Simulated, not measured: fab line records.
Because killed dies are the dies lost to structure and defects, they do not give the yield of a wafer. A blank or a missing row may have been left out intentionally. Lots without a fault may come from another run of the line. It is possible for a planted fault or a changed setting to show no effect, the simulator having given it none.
fab line records	flow rit_cmos
record: lots: 13	wafers: 39	last_day: 7
route steps=202 shown NLDD@113 PSD@148 SDANNEAL@156 NSD@158 PLDD@159 CONTACT@169 M1@202
lots untouched by any fault: they come from a run of this same line in which no faults occurred
start_h: hours from the record's first day to the start of the lot's first wafer shown	wait_h: hours since the lot's step before	" repeats the value in the row above	L1.1+2: several wafers, shown together as one row	- either no value or no given start	* or withheld: withheld	< > ~ a bound
route shown NAME@n: a module of which the file shows steps, and the number in the route of the first	usual: average and standard deviation across the fault-free wafers	same: alike in all rows	chamber/n: place in a boat	sites: per-site readings	_std_site: standard deviation across them	_edge_site: inner sites' mean taken away from outer sites' mean	radius_mm: how far each site lies from the wafer's centre	mask NAME#n: copy n	behind: the most recent tool/chamber to have shaped the wafer	hold: what put the lot on hold/how long, in hours/how the hold closed	device: which transistor (n, p or np) failed to switch	end of line: the same wafers' tests at the end of the route	for a step that has no rows: nothing shown but its recipe	killed: at the first sort, the dies lost to defects and structure; wafer yield is something else	map: a wafer's dies, x killed, . not, _ none there
set.NAME: the setting as run; set.NAME@STEP: as run at that earlier step	model.NAME: the simulator's own value behind a step, which no gauge read
route steps across a sampled set of lots; one table per step, one row per wafer
== steps ==
step: RIT_NLDD_TW_MEAS_10
usual: NLDD_TW: 2509/35
lot.wafer	tool	chamber	start_h	wait_h	NLDD_TW
L876.3	film_metro-02	-	41.72	0.1	2483
L876.4	"	-	"	"	2491
L876.5	"	-	"	"	2464
L877.1	film_metro-01	-	47.74	0.1	2452
L877.2	"	-	"	"	2463
L877.6	"	-	"	"	2447
L878.2	film_metro-03	-	51.49	0.1	2555
L878.3	"	-	"	"	2559
L878.4	"	-	"	"	2557
L879.1	film_metro-02	-	58.41	0.1	2503
L879.3	"	-	"	"	2503
L879.6	"	-	"	"	2494
L880.1	film_metro-02	-	66.40	0.1	2495
L880.5	"	-	"	"	2492
L880.6	"	-	"	"	2494
L881.1	film_metro-03	-	73.21	0.1	2551
L881.3	"	-	"	"	2552
L881.5	"	-	"	"	2548
L882.4	film_metro-03	-	78.26	0.1	2548
L882.5	"	-	"	"	2547
L882.6	"	-	"	"	2549
L883.3	film_metro-03	-	81.47	0.1	2549
L883.5	"	-	"	"	2547
L883.6	"	-	"	"	2544
L885.1	film_metro-02	-	95.76	0.1	2478
L885.4	"	-	"	"	2491
L885.5	"	-	"	"	2484
L890.1	film_metro-02	-	114.96	0.1	2481
L890.3	"	-	"	"	2475
L890.5	"	-	"	"	2473
L892.3	film_metro-03	-	121.29	0.1	2547
L892.4	"	-	"	"	2549
L892.5	"	-	"	"	2545
L894.2	film_metro-01	-	133.25	0.1	2464
L894.4	"	-	"	"	2455
L894.6	"	-	"	"	2482
L896.1	film_metro-01	-	141.63	0.1	2470
L896.2	"	-	"	"	2461
L896.5	"	-	"	"	2469
step: RIT_PSD_OVL_MEAS_06
usual: PSD_OVL: -0.5/1.6
lot.wafer	tool	chamber	start_h	wait_h	PSD_OVL[nm]
L876.3	overlay-02	-	48.30	-	-0.7
L876.4	"	-	"	"	0.5
L876.5	"	-	"	"	-0.5
L877.1	overlay-02	-	54.34	-	-1.8
L877.2	"	-	"	"	-2.6
L877.6	"	-	"	"	-2.6
L878.2	overlay-02	-	57.88	-	-0.8
L878.3	"	-	"	"	-1.5
L878.4	"	-	"	"	0.0
L879.1	overlay-02	-	64.91	-	-3.1
L879.3	"	-	"	"	-2.2
L879.6	"	-	"	"	-1.8
L880.1	overlay-02	-	72.93	-	1.4
L880.5	"	-	"	"	-0.1
L880.6	"	-	"	"	0.7
L881.1	overlay-02	-	79.88	-	-4.4
L881.3	"	-	"	"	-2.7
L881.5	"	-	"	"	-3.3
L882.4	overlay-01	-	85.01	-	-2.1
L882.5	"	-	"	"	-1.4
L882.6	"	-	"	"	-2.3
L883.3	overlay-02	-	88.16	-	1.1
L883.5	"	-	"	"	1.3
L883.6	"	-	"	"	0.2
L885.1	overlay-01	-	102.01	-	-2.7
L885.4	"	-	"	"	-2.9
L885.5	"	-	"	"	-3.3
L890.1	overlay-01	-	121.22	-	-0.5
L890.3	"	-	"	"	-0.3
L890.5	"	-	"	"	0.3
L892.3	overlay-02	-	127.80	-	0.6
L892.4	"	-	"	"	1.4
L892.5	"	-	"	"	0.6
L894.2	overlay-02	-	139.84	-	1.0
L894.4	"	-	"	"	0.2
L894.6	"	-	"	"	-0.3
L896.1	overlay-02	-	148.25	-	0.0
L896.2	"	-	"	"	0.2
L896.5	"	-	"	"	0.9
step: RIT_SDANNEAL_RTA_03
recipe: temp_c: 1050	time_s: 5	idle_temp_c: 600	ramp_up_c_per_s: 342	ramp_down_c_per_s: 171	cool_to_c: 600	ambient: N2
usual: wafer_temp_C_max: 1053.7/1.2
same: time_s: 5
lot.wafer	tool	chamber	start_h	wait_h	wafer_temp_C_max
L876.3	rtp_anneal-02	0	49.25	0.0	1054.0
L876.4	"	0	"	"	1054.5
L876.5	"	0	"	"	1052.6
L877.1	rtp_anneal-01	0	55.27	0.0	1054.7
L877.2	"	0	"	"	1053.1
L877.6	"	0	"	"	1054.9
L878.2	rtp_anneal-02	0	58.82	0.0	1051.7
L878.3	"	0	"	"	1051.8
L878.4	"	0	"	"	1054.5
L879.1	rtp_anneal-01	0	66.02	0.0	1054.1
L879.3	"	0	"	"	1053.4
L879.6	"	0	"	"	1054.1
L880.1	rtp_anneal-02	0	74.04	0.0	1051.6
L880.5	"	0	"	"	1054.6
L880.6	"	0	"	"	1054.5
L881.1	rtp_anneal-01	0	80.83	0.0	1053.4
L881.3	"	0	"	"	1054.1
L881.5	"	0	"	"	1054.0
L882.4	rtp_anneal-02	0	85.99	0.0	1053.6
L882.5	"	0	"	"	1057.2
L882.6	"	0	"	"	1054.5
L883.3	rtp_anneal-01	0	89.12	0.0	1054.1
L883.5	"	0	"	"	1052.6
L883.6	"	0	"	"	1052.1
L885.1	rtp_anneal-01	0	102.97	0.0	1058.0
L885.4	"	0	"	"	1052.7
L885.5	"	0	"	"	1053.4
L890.1	rtp_anneal-02	0	122.16	0.0	1053.9
L890.3	"	0	"	"	1055.2
L890.5	"	0	"	"	1052.9
L892.3	rtp_anneal-02	0	128.79	0.0	1055.3
L892.4	"	0	"	"	1053.2
L892.5	"	0	"	"	1055.0
L894.2	rtp_anneal-02	0	140.78	0.0	1053.8
L894.4	"	0	"	"	1051.8
L894.6	"	0	"	"	1054.3
L896.1	rtp_anneal-02	0	149.20	0.0	1053.4
L896.2	"	0	"	"	1056.6
L896.5	"	0	"	"	1052.0
step: RIT_SDANNEAL_RS_MEAS_04
recipe: thk_meas_gauge: four-point-probe
usual: PSD_RS: 115.55/0.27
lot.wafer	tool	chamber	start_h	wait_h	PSD_RS[ohm/sq]
L876.3	film_metro-03	-	49.33	0.1	115.61
L876.4	"	-	"	"	115.74
L876.5	"	-	"	"	115.66
L877.1	film_metro-03	-	55.33	0.0	115.45
L877.2	"	-	"	"	115.33
L877.6	"	-	"	"	115.56
L878.2	film_metro-01	-	58.89	0.1	116.06
L878.3	"	-	"	"	115.57
L878.4	"	-	"	"	115.67
L879.1	film_metro-01	-	66.08	0.0	115.69
L879.3	"	-	"	"	115.61
L879.6	"	-	"	"	115.64
L880.1	film_metro-02	-	74.10	0.0	115.03
L880.5	"	-	"	"	115.15
L880.6	"	-	"	"	114.93
L881.1	film_metro-01	-	80.95	0.1	115.38
L881.3	"	-	"	"	115.47
L881.5	"	-	"	"	115.64
L882.4	film_metro-03	-	86.08	0.1	115.19
L882.5	"	-	"	"	115.16
L882.6	"	-	"	"	115.60
L883.3	film_metro-02	-	89.24	0.1	115.58
L883.5	"	-	"	"	115.56
L883.6	"	-	"	"	115.51
L885.1	film_metro-01	-	103.03	0.0	96.32
L885.4	"	-	"	"	96.11
L885.5	"	-	"	"	96.11
L890.1	film_metro-02	-	122.22	0.0	115.76
L890.3	"	-	"	"	115.80
L890.5	"	-	"	"	115.83
L892.3	film_metro-01	-	128.87	0.1	115.26
L892.4	"	-	"	"	115.29
L892.5	"	-	"	"	115.18
L894.2	film_metro-01	-	140.85	0.1	115.44
L894.4	"	-	"	"	115.58
L894.6	"	-	"	"	115.88
L896.1	film_metro-02	-	149.26	0.0	115.05
L896.2	"	-	"	"	115.87
L896.5	"	-	"	"	115.47
step: RIT_SDANNEAL_RS_MEAS_05
recipe: thk_meas_gauge: four-point-probe
usual: NSD_RS: 86.0/0.32
lot.wafer	tool	chamber	start_h	wait_h	NSD_RS[ohm/sq]
L876.3	film_metro-03	-	49.45	0.1	85.6
L876.4	"	-	"	"	85.6
L876.5	"	-	"	"	86.0
L877.1	film_metro-03	-	55.45	0.1	86.0
L877.2	"	-	"	"	85.8
L877.6	"	-	"	"	85.9
L878.2	film_metro-01	-	59.01	0.1	86.6
L878.3	"	-	"	"	86.4
L878.4	"	-	"	"	86.5
L879.1	film_metro-01	-	66.20	0.1	85.9
L879.3	"	-	"	"	86.1
L879.6	"	-	"	"	86.0
L880.1	film_metro-02	-	74.22	0.1	86.1
L880.5	"	-	"	"	86.3
L880.6	"	-	"	"	85.9
L881.1	film_metro-01	-	81.07	0.1	86.9
L881.3	"	-	"	"	86.3
L881.5	"	-	"	"	86.4
L882.4	film_metro-03	-	86.20	0.1	85.6
L882.5	"	-	"	"	85.7
L882.6	"	-	"	"	85.9
L883.3	film_metro-02	-	89.36	0.1	85.9
L883.5	"	-	"	"	86.2
L883.6	"	-	"	"	86.1
L885.1	film_metro-01	-	103.15	0.1	84.6
L885.4	"	-	"	"	84.8
L885.5	"	-	"	"	84.8
L890.1	film_metro-02	-	122.34	0.1	86.0
L890.3	"	-	"	"	85.9
L890.5	"	-	"	"	85.9
L892.3	film_metro-01	-	128.99	0.1	86.3
L892.4	"	-	"	"	86.3
L892.5	"	-	"	"	85.9
L894.2	film_metro-01	-	140.97	0.1	85.8
L894.4	"	-	"	"	86.2
L894.6	"	-	"	"	86.2
L896.1	film_metro-02	-	149.38	0.1	86.2
L896.2	"	-	"	"	86.1
L896.5	"	-	"	"	86.2
step: RIT_SDANNEAL_RS_MEAS_06
recipe: thk_meas_gauge: four-point-probe
usual: PLDD_RS: 178.6/0.5
lot.wafer	tool	chamber	start_h	wait_h	PLDD_RS[ohm/sq]
L876.3	film_metro-03	-	49.57	0.1	178.6
L876.4	"	-	"	"	178.5
L876.5	"	-	"	"	179.1
L877.1	film_metro-03	-	55.57	0.1	179.0
L877.2	"	-	"	"	179.0
L877.6	"	-	"	"	179.4
L878.2	film_metro-01	-	59.13	0.1	178.9
L878.3	"	-	"	"	178.5
L878.4	"	-	"	"	177.6
L879.1	film_metro-01	-	66.32	0.1	178.5
L879.3	"	-	"	"	177.7
L879.6	"	-	"	"	177.9
L880.1	film_metro-02	-	74.34	0.1	177.3
L880.5	"	-	"	"	177.6
L880.6	"	-	"	"	177.5
L881.1	film_metro-01	-	81.19	0.1	178.7
L881.3	"	-	"	"	178.7
L881.5	"	-	"	"	178.7
L882.4	film_metro-03	-	86.32	0.1	178.6
L882.5	"	-	"	"	178.5
L882.6	"	-	"	"	177.5
L883.3	film_metro-02	-	89.48	0.1	178.7
L883.5	"	-	"	"	179.3
L883.6	"	-	"	"	178.3
L885.1	film_metro-01	-	103.27	0.1	162.3
L885.4	"	-	"	"	161.9
L885.5	"	-	"	"	162.0
L890.1	film_metro-02	-	122.46	0.1	179.0
L890.3	"	-	"	"	178.5
L890.5	"	-	"	"	179.0
L892.3	film_metro-01	-	129.11	0.1	178.8
L892.4	"	-	"	"	178.8
L892.5	"	-	"	"	178.8
L894.2	film_metro-01	-	141.09	0.1	179.1
L894.4	"	-	"	"	179.2
L894.6	"	-	"	"	178.6
L896.1	film_metro-02	-	149.50	0.1	178.6
L896.2	"	-	"	"	178.4
L896.5	"	-	"	"	178.7
step: RIT_CONTACT_THK_MEAS_01
recipe: reads: SiO2_of_CONTACT_CVD_00
usual: CONTACT_TEOS_THK: 401/6.4
lot.wafer	tool	chamber	start_h	wait_h	CONTACT_TEOS_THK[nm]
L876.3	film_metro-03	-	50.42	0.0	412
L876.4	"	-	"	"	408
L876.5	"	-	"	"	409
L877.1	film_metro-01	-	56.38	0.0	402
L877.2	"	-	"	"	400
L877.6	"	-	"	"	398
L878.2	film_metro-01	-	59.92	0.0	399
L878.3	"	-	"	"	390
L878.4	"	-	"	"	410
L879.1	film_metro-03	-	67.17	0.0	395
L879.3	"	-	"	"	398
L879.6	"	-	"	"	402
L880.1	film_metro-01	-	75.14	0.0	401
L880.5	"	-	"	"	394
L880.6	"	-	"	"	407
L881.1	film_metro-01	-	82.11	0.1	393
L881.3	"	-	"	"	394
L881.5	"	-	"	"	402
L882.4	film_metro-03	-	87.16	0.0	412
L882.5	"	-	"	"	406
L882.6	"	-	"	"	406
L883.3	film_metro-03	-	90.36	0.0	411
L883.5	"	-	"	"	406
L883.6	"	-	"	"	398
L885.1	film_metro-04	-	104.09	0.0	408
L885.4	"	-	"	"	416
L885.5	"	-	"	"	415
L890.1	film_metro-01	-	123.26	0.0	395
L890.3	"	-	"	"	389
L890.5	"	-	"	"	401
L892.3	film_metro-01	-	129.89	0.0	397
L892.4	"	-	"	"	404
L892.5	"	-	"	"	406
L894.2	film_metro-03	-	141.89	0.0	398
L894.4	"	-	"	"	414
L894.6	"	-	"	"	407
L896.1	film_metro-04	-	150.31	0.0	396
L896.2	"	-	"	"	397
L896.5	"	-	"	"	406
step: RIT_M1_PROBE_99
usual: killed_at_contacts: 0.0/0.22	killed_at_front_end: 6.9/2.9	killed_dies: 7.0/2.9	killed_open: 3.5/2	killed_short: 3.5/2
same: gross_dies: 264	killed_at_M0_to_M3: 0	killed_at_M4_up: 0	killed_at_back_side: 0	killed_at_other: 0
lot.wafer	tool	chamber	start_h	wait_h	killed_at_contacts	killed_at_front_end	killed_dies	killed_open	killed_short
L877.1	prober-01	-	66.60	0.1	0	6	6	5	1
L877.2	prober-01	-	66.65	0.1	0	8	8	5	3
L877.6	prober-01	-	66.85	0.2	0	4	4	1	3
L880.1	prober-02	-	81.45	0.1	0	10	10	5	5
L880.5	prober-02	-	81.65	0.2	0	7	7	1	6
L880.6	prober-02	-	81.70	0.2	0	10	10	4	6
L882.4	prober-02	-	95.83	0.2	0	3	3	1	2
L882.5	prober-02	-	95.88	0.2	0	5	5	2	3
L882.6	prober-02	-	95.93	0.2	0	7	7	2	5
L885.1	prober-01	-	110.90	0.1	0	7	7	3	4
L885.4	prober-01	-	111.05	0.2	0	7	7	3	4
L885.5	prober-01	-	111.10	0.2	0	9	9	6	3
L890.1	prober-02	-	129.95	0.1	0	12	12	10	2
L890.3	prober-02	-	130.05	0.2	0	4	4	3	1
L890.5	prober-02	-	130.15	0.2	0	3	3	1	2
L892.3	prober-02	-	136.16	0.2	0	3	3	2	1
L892.4	prober-02	-	136.21	0.2	0	10	10	5	5
L892.5	prober-02	-	136.26	0.2	0	9	9	5	4
L896.1	prober-02	-	156.57	0.1	0	8	8	4	4
L896.2	prober-02	-	156.62	0.1	0	6	6	3	3
L896.5	prober-02	-	156.77	0.2	0	5	5	2	3
killed by level:class
L877.1 GATE:geometric_particle:open=3 FOX1:geometric_particle:open=1 REOX:geometric_particle:open=1 SILICIDE:geometric_particle:short=1
L877.2 GATE:geometric_particle:open=2 SPACER:geometric_particle:open=2 GATE:geometric_particle:short=1 SPACER:geometric_particle:short=1 SILICIDE:geometric_particle:open=1 SILICIDE:geometric_particle:short=1
L877.6 GATE:geometric_particle:short=2 FOX2:geometric_particle:short=1 SILICIDE:geometric_particle:open=1
L880.1 GATE:geometric_particle:short=3 GATE:geometric_particle:open=2 FOX1:geometric_particle:open=1 FOX1:geometric_particle:short=1 REOX:geometric_particle:open=1 SILICIDE:geometric_particle:open=1 SILICIDE:geometric_particle:short=1
L880.5 FOX2:geometric_particle:short=2 GATE:geometric_particle:short=2 SPACER:geometric_particle:short=2 GATE:geometric_particle:open=1
L880.6 FOX1:geometric_particle:short=2 GATE:geometric_particle:open=2 GATE:geometric_particle:short=2 FOX1:geometric_particle:open=1 SPACER:geometric_particle:short=1 SILICIDE:geometric_particle:open=1 SILICIDE:geometric_particle:short=1
L882.4 GATE:geometric_particle:short=1 REOX:geometric_particle:open=1 SPACER:geometric_particle:short=1
L882.5 GATE:geometric_particle:short=2 REOX:geometric_particle:open=1 REOX:geometric_particle:short=1 SPACER:geometric_particle:open=1
L882.6 GATE:geometric_particle:short=2 REOX:geometric_particle:short=2 FOX2:geometric_particle:open=1 GATE:geometric_particle:open=1 SPACER:geometric_particle:short=1
L885.1 SILICIDE:geometric_particle:short=2 FOX1:geometric_particle:short=1 FOX2:geometric_particle:open=1 REOX:geometric_particle:open=1 SPACER:geometric_particle:short=1 SPACER:geometric_particle:open=1
L885.4 FOX2:geometric_particle:short=2 SPACER:geometric_particle:open=2 FOX1:geometric_particle:short=1 GATE:geometric_particle:open=1 REOX:geometric_particle:short=1
L885.5 GATE:geometric_particle:open=2 SILICIDE:geometric_particle:open=2 SILICIDE:geometric_particle:short=2 FOX2:geometric_particle:open=1 SPACER:geometric_particle:short=1 SPACER:geometric_particle:open=1
L890.1 SPACER:geometric_particle:open=6 FOX1:geometric_particle:open=1 GATE:geometric_particle:short=1 GATE:geometric_particle:open=1 REOX:geometric_particle:open=1 SPACER:geometric_particle:short=1 SILICIDE:geometric_particle:open=1
L890.3 FOX1:geometric_particle:open=1 GATE:geometric_particle:short=1 GATE:geometric_particle:open=1 REOX:geometric_particle:open=1
L890.5 FOX1:geometric_particle:short=1 REOX:geometric_particle:open=1 REOX:geometric_particle:short=1
L892.3 FOX2:geometric_particle:open=2 SPACER:geometric_particle:short=1
L892.4 GATE:geometric_particle:open=4 FOX2:geometric_particle:short=2 SPACER:geometric_particle:short=2 FOX1:geometric_particle:open=1 FOX1:geometric_particle:short=1
L892.5 REOX:geometric_particle:open=2 FOX1:geometric_particle:short=1 FOX2:geometric_particle:open=1 FOX2:geometric_particle:short=1 GATE:geometric_particle:open=1 GATE:geometric_particle:short=1 SPACER:geometric_particle:open=1 SILICIDE:geometric_particle:short=1
L896.1 GATE:geometric_particle:short=4 FOX1:geometric_particle:open=2 GATE:geometric_particle:open=2
L896.2 FOX1:geometric_particle:short=1 FOX1:geometric_particle:open=1 GATE:geometric_particle:open=1 SPACER:geometric_particle:short=1 SILICIDE:geometric_particle:short=1 SILICIDE:geometric_particle:open=1
L896.5 GATE:geometric_particle:short=3 GATE:geometric_particle:open=1 SILICIDE:geometric_particle:open=1
== key ==
first_sign: step: RIT_SDANNEAL_RS_MEAS_04	reading: PSD_RS	direction: down	sigmas: 72	usual: 115.55	struck: 96.18
effect: step: RIT_SDANNEAL_RS_MEAS_05	reading: NSD_RS	direction: down	sigmas: 3.9	usual: 86.0	struck: 84.7
effect: step: RIT_SDANNEAL_RS_MEAS_06	reading: PLDD_RS	direction: down	sigmas: 33	usual: 178.6	struck: 162.0
met_at RIT_SDANNEAL_RTA_03
struck_lots L885
tester_left_out L885
not_acting_at RIT_NLDD_TW_MEAS_10,RIT_PSD_OVL_MEAS_06,RIT_CONTACT_THK_MEAS_01
onset_between 89.12 102.97
fault: kind: process_parameter_drift	tool: rtp_anneal-01	chamber: -	onset_h: 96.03	steps: RIT_SDANNEAL_RTA_03	channel: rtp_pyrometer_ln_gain	offset: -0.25	shape: step	end_h: 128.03
tester_left_out: of these lots the tester's yield and bins aren't shown, on N5 and GAA mostly nor the transistor test; their killed dies are dies lost to structure and defects alone, not to doping, threshold or leakage, so they don't give the yield
